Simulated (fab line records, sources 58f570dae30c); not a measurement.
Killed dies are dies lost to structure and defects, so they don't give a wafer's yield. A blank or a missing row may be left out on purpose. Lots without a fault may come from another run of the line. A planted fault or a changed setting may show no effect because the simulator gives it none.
A struck lot beside a sound one | flow berkeley_cmos170 | 29 steps out of a route of 331
Sound: wafers L650.2, L650.5, L650.6. Struck: wafers L661.1, L661.2, L661.6. The cause comes at the end.
At each step with rows: each side's tool, then ch and its chambers, then its first start. Under that, the readings that differ: sound wafers | struck wafers | difference of the means | sigmas: that difference in standard deviations of wafers without a fault.
alike: readings whose means differ by less than 2 such deviations, and words and numbers that are the same on both sides. not compared: withheld readings, readings that some wafer has no value for, bounds like >300 that may hide the same value, and numbers for which the record gives no deviation and whose values overlap.
The two part at a step that has a row with sigmas, a row that says differs or no value, or rows on one side only. Numbers that don't overlap but have no deviation are shown without sigmas and don't part them. A reading that every wafer of one side lacks parts them only if that side has two wafers or more.

first, 5 steps without rows for these wafers: UCB170_M1_COAT_04 (resist thk 900 nm); UCB170_M1_SOFTBAKE_05 (time 60 s); UCB170_M1_EXPOSE_06 (exposes mask METAL1, target cd 700 nm); UCB170_M1_PEB_07; UCB170_M1_DEVELOP_08 (develop time 45 s).
UCB170_M1_CD_MEAS_09: target cd 700 nm.
  sound on cd_sem-02, day 9 17:01; struck on cd_sem-02, day 11 23:28
  alike: cd_nm
UCB170_M1_OVL_MEAS_10:
  sound on overlay-02, day 9 17:08; struck on overlay-02, day 11 23:35
  alike: M1_OVL
UCB170_M1_ETCH_11: etches BARC in N2/H2.
  sound on rie_diel-02 ch 1,2, day 9 17:10; struck on rie_diel-04 ch 0,1,3, day 11 23:38
  alike: drypump_motor_current_A, oes_product_au, rf_fwd_power_W, throttle_valve_pct
UCB170_M1_METAL_ETCH_12: etches Al in Cl2/BCl3, stops on PSG, target depth 780 nm, time 130 s.
  sound on rie_metal-04 ch 0,1, day 9 17:12; struck on rie_metal-01 ch 0,1, day 11 23:40
  alike: drypump_motor_current_A, oes_product_au, rf_fwd_power_W, throttle_valve_pct
  not compared: rf_hours_counter_h
UCB170_M1_STRIP_13: strips in O2.
  sound on plasma_asher-03 ch 0,1, day 9 17:20; struck on plasma_asher-03 ch 0,1, day 11 23:48
  alike: drypump_motor_current_A, oes_product_au
  not compared: rf_hours_counter_h
UCB170_M1_CD_MEAS_90: target cd 700 nm.
  sound on cd_sem-01, day 9 17:27; struck on cd_sem-01, day 11 23:54
  alike: cd_nm
then, 1 step without rows for these wafers: UCB170_M1_ANNEAL_14 (time 1200 s).
UCB170_V1_CVD_00: deposits SiO2 from TEOS/O2, target thk 2000 nm, time 250 s.
  sound on pecvd-03 ch 0,2, day 9 19:40; struck on pecvd-04 ch 0,2, day 12 01:22
  alike: heater_power_w, pressure_mtorr, rf_fwd_power_W, susceptor_temp_C
UCB170_V1_THK_MEAS_01:
  sound on film_metro-04, day 9 19:50; struck on film_metro-04, day 12 01:31
  reading          | sound          | struck         | difference | sigmas
  V1_TEOS_THK (nm) | 1971 2037 2001 | 1778 1813 1815 | -201       | -7
UCB170_V1_CMP_02: polishes SiO2.
  sound on cmp-02 ch 0,3, day 9 19:53; struck on cmp-01 ch 0,1,3, day 12 01:37
  alike: motor_current_A, platen_rpm
UCB170_V1_BOW_MEAS_03:
  sound on film_metro-04, day 9 20:12; struck on film_metro-04, day 12 01:52
  alike: V1_BOW
UCB170_V1_THK_MEAS_04:
  sound on film_metro-04, day 9 20:19; struck on film_metro-04, day 12 01:59
  reading              | sound                | struck            | difference | sigmas
  V1_POLISHED_THK (nm) | 1000.3 1001.3 1001.3 | 792.3 795.8 796.1 | -206.2     | -99 or more
then, 7 steps without rows for these wafers: UCB170_V1_CLEAN_05 (cleans in DIW); UCB170_V1_HMDS_06 (prime time 60 s); UCB170_V1_COAT_07 (resist thk 900 nm); UCB170_V1_SOFTBAKE_08 (time 60 s); UCB170_V1_EXPOSE_09 (exposes mask VIA1, target cd 700 nm); UCB170_V1_PEB_10; UCB170_V1_DEVELOP_11 (develop time 45 s).
UCB170_V1_CD_MEAS_12: target cd 700 nm.
  sound on cd_sem-02, day 9 22:28; struck on cd_sem-01, day 12 04:26
  alike: cd_nm
UCB170_V1_OVL_MEAS_13:
  sound on overlay-02, day 9 22:35; struck on overlay-01, day 12 04:34
  alike: V1_OVL
UCB170_V1_ETCH_14: etches SiO2 in CHF3/CF4/Ar, stops on Al, target depth 1250 nm, time 291 s.
  sound on rie_diel-01 ch 0,3, day 9 22:37; struck on rie_diel-03 ch 2,3, day 12 04:35
  reading               | sound             | struck            | difference | sigmas
  oes_product_au (a.u.) | 0.871 0.872 0.864 | 0.790 0.772 0.768 | -0.092     | -5
  alike: drypump_motor_current_A, mfc_ar_sccm, rf_fwd_power_W, throttle_valve_pct
  not compared: rf_hours_counter_h
UCB170_V1_STRIP_15: strips in O2.
  sound on plasma_asher-01 ch 0,1, day 9 22:47; struck on plasma_asher-02 ch 0,1, day 12 04:46
  alike: drypump_motor_current_A, oes_product_au, strip_time_to_endpoint_s
  not compared: rf_hours_counter_h
then, 1 step without rows for these wafers: UCB170_M3_PROBE_99.

WHERE THEY PART
First at UCB170_V1_THK_MEAS_01; last, within this record, at UCB170_V1_ETCH_14. Later steps at which nothing parts them and some readings are alike: UCB170_V1_STRIP_15.

WHY: what the simulator had put in
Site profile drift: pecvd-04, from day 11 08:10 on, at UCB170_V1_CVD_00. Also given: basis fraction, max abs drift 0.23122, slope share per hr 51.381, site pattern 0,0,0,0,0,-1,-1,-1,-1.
